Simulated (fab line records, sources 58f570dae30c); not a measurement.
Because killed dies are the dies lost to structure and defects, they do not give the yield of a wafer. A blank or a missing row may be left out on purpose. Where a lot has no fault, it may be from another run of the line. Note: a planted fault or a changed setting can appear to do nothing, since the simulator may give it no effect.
Which tool is to blame?	flow berkeley cmos170	Sampling: 7 lots, 21 wafers, 3 of 331 route steps

== WHAT THE GAUGES SHOWED, per wafer ==
UCB170_GATE_CD_MEAS_90 targets a cd of 350 nm.
lot	measured	on	cd nm (nm)
L244	day 7 15:21	cd sem-01	348.5 349.7 347.5
L249	day 8 07:41	cd sem-02	349.4 351.6 349.1
L252	day 8 20:26	cd sem-02	350.0 350.7 351.3
L253	day 8 20:31	cd sem-01	348.8 349.3 349.4
L264	day 11 02:26	cd sem-01	351.8 350.1 351.2
L260	day 11 02:23	cd sem-02	353.5 350.1 354.2
L267	day 12 08:46	cd sem-01	350.1 350.3 350.3

== EACH LOT AND THE TOOL THAT RAN IT (in order: tool; ch and the chambers of the sampled wafers; start) ==
lot	UCB170_NVT_STRIP_08	UCB170_GATE_ETCH_14
L244	plasma asher-01 ch 1, day 6 22:52	rie diel-02 ch 0,1, day 7 15:10
L249	plasma asher-04 ch 0,1, day 7 13:28	rie diel-02 ch 0,2,3, day 8 07:27
L252	plasma asher-02 ch 0,1, day 8 04:14	rie diel-01 ch 0,1, day 8 20:13
L253	plasma asher-04 ch 0,1, day 8 04:58	rie diel-04 ch 0,2,3, day 8 20:20
L264	plasma asher-04 ch 0,1, day 10 10:16	rie diel-04 ch 0,2,3, day 11 02:15
L260	plasma asher-04 ch 0,1, day 10 10:46	rie diel-02 ch 1,2, day 11 02:10
L267	plasma asher-04 ch 0,1, day 11 14:25	rie diel-04 ch 1,2,3, day 12 08:32
- UCB170_NVT_STRIP_08: strips in O2.
- UCB170_GATE_ETCH_14: etches BARC in N2/H2.

== THE ANSWER, worked out from the rows above alone ==
Rule: the lots themselves supply what counts as usual. Put in order of their means at a reading, lots are off if they are a third of the lots or fewer, leave a main group of 4 or more, and stand apart from it by a gap of 3 or more times the standard deviation of the main group's means; of several such gaps the widest counts. If all means in a main group match to the digits the tables above print for the reading, that group is not used. Also off: a lot with no number at a reading for which 4 or more lots have one. Where the step has rows for the other lots, those lots are counted as sound.
No lot is off at any reading shown: from this, nothing can be told.

== WHAT THE SIMULATOR PUT IN ==
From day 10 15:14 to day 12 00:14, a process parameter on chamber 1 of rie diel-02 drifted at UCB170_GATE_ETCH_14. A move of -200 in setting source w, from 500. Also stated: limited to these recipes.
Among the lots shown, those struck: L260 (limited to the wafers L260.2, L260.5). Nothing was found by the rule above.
